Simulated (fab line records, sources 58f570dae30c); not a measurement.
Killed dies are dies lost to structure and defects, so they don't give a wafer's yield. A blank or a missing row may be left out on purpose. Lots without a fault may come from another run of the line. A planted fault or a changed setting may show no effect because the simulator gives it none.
Which tool did it? | flow berkeley_cmos170 | 14 lots, 42 wafers sampled, at 5 steps of a route of 331

WHAT THE GAUGES READ, wafer by wafer
UCB170_PSD_TW_MEAS_10. Usual: PSD_TW 2311, standard deviation 20.
lot  | measured     | on            | PSD_TW         | flag
L625 | day 7 20:25  | film_metro-03 | 2321 2310 2306 |
L626 | day 7 20:33  | film_metro-02 | 2313 2313 2318 |
L628 | day 8 10:43  | film_metro-03 | 2292 2295 2301 |
L632 | day 9 00:03  | film_metro-02 | 2291 2298 2290 |
L630 | day 9 00:20  | film_metro-03 | 2291 2296 2291 |
L631 | day 9 00:34  | film_metro-01 | 2349 2340 2340 |
L634 | day 9 10:17  | film_metro-02 | 2288 2297 2290 |
L633 | day 9 10:35  | film_metro-01 | 2339 2345 2337 |
L635 | day 9 20:23  | film_metro-02 | 2283 2286 2288 |
L636 | day 9 20:26  | film_metro-03 | 2305 2278 2285 |
L637 | day 9 20:41  | film_metro-03 | 2273 2288 2294 |
L638 | day 10 12:34 | film_metro-03 | 2281 2284 2288 |
L639 | day 10 17:18 | film_metro-01 | 2328 2330 2331 |
L643 | day 10 18:02 | film_metro-03 | 2294 2291 2284 |

UCB170_CONTACT_THK_MEAS_02. Usual: CONTACT_PSG_THK 698 nm, standard deviation 6.3.
lot  | measured     | on            | CONTACT_PSG_THK (nm) | flag
L625 | day 8 01:49  | film_metro-04 | 688 689 687          |
L626 | day 8 03:37  | film_metro-02 | 691 692 695          |
L628 | day 8 19:36  | film_metro-01 | 692 695 698          |
L632 | day 9 07:37  | film_metro-02 | 696 689 688          |
L630 | day 9 07:37  | film_metro-01 | 701 705 706          |
L631 | day 9 07:37  | film_metro-04 | 694 697 694          |
L634 | day 9 17:43  | film_metro-04 | 699 693 697          |
L633 | day 9 18:09  | film_metro-04 | 701 699 700          |
L635 | day 10 03:42 | film_metro-01 | 701 706 706          |
L636 | day 10 03:01 | film_metro-01 | 704 703 705          |
L637 | day 10 04:48 | film_metro-04 | 702 705 702          |
L638 | day 10 18:19 | film_metro-04 | 700 702 700          |
L639 | day 10 23:15 | film_metro-02 | 1161 1156 1161       | OFF
L643 | day 11 01:02 | film_metro-01 | 1147 1146 1149       | OFF

WHICH TOOL RAN EACH LOT (tool, then ch and the chambers of the sampled wafers, then the start)
lot  | UCB170_PSD_STRIP_09                  | UCB170_BACKSIDE_STRIP_03             | UCB170_CONTACT_CVD_01
L625 | plasma_asher-01 ch 0,1, day 7 20:19  | plasma_asher-01 ch 0,1, day 7 22:36  | lpcvd-02 ch 0, day 8 00:02
L626 | plasma_asher-04 ch 0,1, day 7 20:27  | plasma_asher-02 ch 0,1, day 7 23:08  | lpcvd-02 ch 1, day 8 01:49
L628 | plasma_asher-02 ch 0,1, day 8 10:37  | plasma_asher-03 ch 0,1, day 8 16:19  | lpcvd-01 ch 0, day 8 17:49
L632 | plasma_asher-02 ch 0,1, day 8 23:57  | plasma_asher-01 ch 0,1, day 9 02:49  | lpcvd-02 ch 0, day 9 05:50
L630 | plasma_asher-04 ch 0,1, day 9 00:14  | plasma_asher-03 ch 0,1, day 9 03:16  | lpcvd-02 ch 0, day 9 05:50
L631 | plasma_asher-01 ch 0,1, day 9 00:27  | plasma_asher-03 ch 0,1, day 9 03:43  | lpcvd-02 ch 1, day 9 05:50
L634 | plasma_asher-01 ch 0,1, day 9 10:11  | plasma_asher-03 ch 0,1, day 9 14:29  | lpcvd-02 ch 0, day 9 15:56
L633 | plasma_asher-01 ch 0,1, day 9 10:30  | plasma_asher-03 ch 0,1, day 9 14:56  | lpcvd-01 ch 1, day 9 16:21
L635 | plasma_asher-01 ch 0,1, day 9 20:17  | plasma_asher-03 ch 0,1, day 10 00:01 | lpcvd-02 ch 1, day 10 01:53
L636 | plasma_asher-02 ch 0,1, day 9 20:20  | plasma_asher-01 ch 0,1, day 9 23:43  | lpcvd-01 ch 0, day 10 01:14
L637 | plasma_asher-04 ch 0,1, day 9 20:35  | plasma_asher-03 ch 0,1, day 10 00:10 | lpcvd-01 ch 1, day 10 03:01
L638 | plasma_asher-01 ch 0,1, day 10 12:28 | plasma_asher-02 ch 0,1, day 10 15:06 | lpcvd-01 ch 1, day 10 16:29
L639 | plasma_asher-04 ch 0,1, day 10 17:12 | plasma_asher-01 ch 0,1, day 10 19:41 | lpcvd-02 ch 1, day 10 21:28
L643 | plasma_asher-04 ch 0,1, day 10 17:55 | plasma_asher-03 ch 0, day 10 20:56   | lpcvd-02 ch 1, day 10 23:15
- UCB170_PSD_STRIP_09: strips in O2.
- UCB170_BACKSIDE_STRIP_03: strips in O2.
- UCB170_CONTACT_CVD_01: deposits PSG from SiH4/O2/PH3, target thk 700 nm, time 2820 s.

WHAT THE TOOLS THEMSELVES READ (means of the sampled wafers that have a number; where no wafer has one, the mark that the record gives instead)
UCB170_PSD_STRIP_09. Usual: drypump_motor_current_A 5.7 A, standard deviation 0.47; oes_product_au 0.600 a.u., standard deviation 0.005; strip_time_to_endpoint_s 29.39 s, standard deviation 0.068.
lot  | tool            | drypump_motor_current_A (A) | oes_product_au (a.u.) | strip_time_to_endpoint_s (s) | flag
L625 | plasma_asher-01 | 5.4                         | 0.600                 | 29.44                        |
L626 | plasma_asher-04 | 5.7                         | 0.595                 | 29.37                        |
L628 | plasma_asher-02 | 5.8                         | 0.595                 | 29.39                        |
L632 | plasma_asher-02 | 5.8                         | 0.598                 | 29.39                        |
L630 | plasma_asher-04 | 5.8                         | 0.599                 | 29.41                        |
L631 | plasma_asher-01 | 5.4                         | 0.604                 | 29.50                        |
L634 | plasma_asher-01 | 5.7                         | 0.592                 | 29.36                        |
L633 | plasma_asher-01 | 5.8                         | 0.600                 | 29.43                        |
L635 | plasma_asher-01 | 5.8                         | 0.600                 | 29.40                        |
L636 | plasma_asher-02 | 6.1                         | 0.599                 | 29.40                        |
L637 | plasma_asher-04 | 5.8                         | 0.603                 | 29.32                        |
L638 | plasma_asher-01 | 5.3                         | 0.600                 | 29.31                        |
L639 | plasma_asher-04 | 5.7                         | 0.597                 | 29.47                        |
L643 | plasma_asher-04 | 5.8                         | 0.602                 | 29.27                        |

UCB170_BACKSIDE_STRIP_03. Usual: drypump_motor_current_A 5.5 A, standard deviation 0.52; oes_product_au 0.734 a.u., standard deviation 0.0045; strip_time_to_endpoint_s 21.95 s, standard deviation 0.066.
lot  | tool            | drypump_motor_current_A (A) | oes_product_au (a.u.) | strip_time_to_endpoint_s (s) | flag
L625 | plasma_asher-01 | 5.4                         | 0.733                 | 21.98                        |
L626 | plasma_asher-02 | 5.8                         | 0.735                 | 21.92                        |
L628 | plasma_asher-03 | 5.3                         | 0.736                 | 22.02                        |
L632 | plasma_asher-01 | 5.4                         | 0.732                 | 21.81                        |
L630 | plasma_asher-03 | 5.3                         | 0.735                 | 21.90                        |
L631 | plasma_asher-03 | 5.5                         | 0.740                 | 21.93                        |
L634 | plasma_asher-03 | 5.5                         | 0.736                 | 21.93                        |
L633 | plasma_asher-03 | 5.5                         | 0.735                 | 21.95                        |
L635 | plasma_asher-03 | 5.3                         | 0.732                 | 21.98                        |
L636 | plasma_asher-01 | 5.7                         | 0.732                 | 21.83                        |
L637 | plasma_asher-03 | 5.5                         | 0.734                 | 21.91                        |
L638 | plasma_asher-02 | 5.8                         | 0.738                 | 22.00                        |
L639 | plasma_asher-01 | 5.4                         | 0.733                 | 21.93                        |
L643 | plasma_asher-03 | 5.8                         | 0.734                 | 22.03                        |

UCB170_CONTACT_CVD_01. Usual: pressure_mtorr 300.1 mTorr, standard deviation 0.6; sih4_flow_sccm 60.01 sccm, standard deviation 0.18; spike_tc_centre_C 452.0 C, standard deviation 1.2.
lot  | tool     | pressure_mtorr (mTorr) | sih4_flow_sccm (sccm) | spike_tc_centre_C (C) | flag
L625 | lpcvd-02 | 300.4                  | 59.92                 | 450.9                 |
L626 | lpcvd-02 | 299.5                  | 60.10                 | 452.3                 |
L628 | lpcvd-01 | 299.7                  | 60.13                 | 451.6                 |
L632 | lpcvd-02 | 299.9                  | 60.04                 | 450.9                 |
L630 | lpcvd-02 | 300.0                  | 59.98                 | 451.5                 |
L631 | lpcvd-02 | 301.0                  | 60.12                 | 453.0                 |
L634 | lpcvd-02 | 301.1                  | 59.93                 | 450.4                 |
L633 | lpcvd-01 | 298.8                  | 60.05                 | 452.2                 |
L635 | lpcvd-02 | 299.8                  | 60.15                 | 453.1                 |
L636 | lpcvd-01 | 299.8                  | 60.11                 | 452.7                 |
L637 | lpcvd-01 | 299.8                  | 59.99                 | 452.6                 |
L638 | lpcvd-01 | 300.0                  | 60.26                 | 452.6                 |
L639 | lpcvd-02 | 300.4                  | 59.97                 | 453.1                 |
L643 | lpcvd-02 | 300.1                  | 59.69                 | 451.5                 |

THE ANSWER, worked out from the rows above alone
Rule: a lot is off if the mean of its wafers that have a number lies more than 3 standard deviations from the usual mean. A lot without any number at a reading at which 4 lots or more have one is off too. The other lots that the step has rows for count as sound. The gauges are gone through in route order, then the tools' own readings, and for those a lot's mean is taken as printed above. The first step at which some lot is off is used, and at that step the reading that is off furthest; a lot without a number counts as furthest.
Off: L639, L643, at UCB170_CONTACT_THK_MEAS_02 (CONTACT_PSG_THK).
A tool fits if, at a process step before that reading, it ran every lot that is off, and no sound lot after the first of them. The gauges at UCB170_CONTACT_THK_MEAS_02 are tried like those tools. Can't be told from this: 2 tools fit, plasma_asher-04 at UCB170_PSD_STRIP_09, lpcvd-02 at UCB170_CONTACT_CVD_01.

WHAT THE SIMULATOR HAD PUT IN
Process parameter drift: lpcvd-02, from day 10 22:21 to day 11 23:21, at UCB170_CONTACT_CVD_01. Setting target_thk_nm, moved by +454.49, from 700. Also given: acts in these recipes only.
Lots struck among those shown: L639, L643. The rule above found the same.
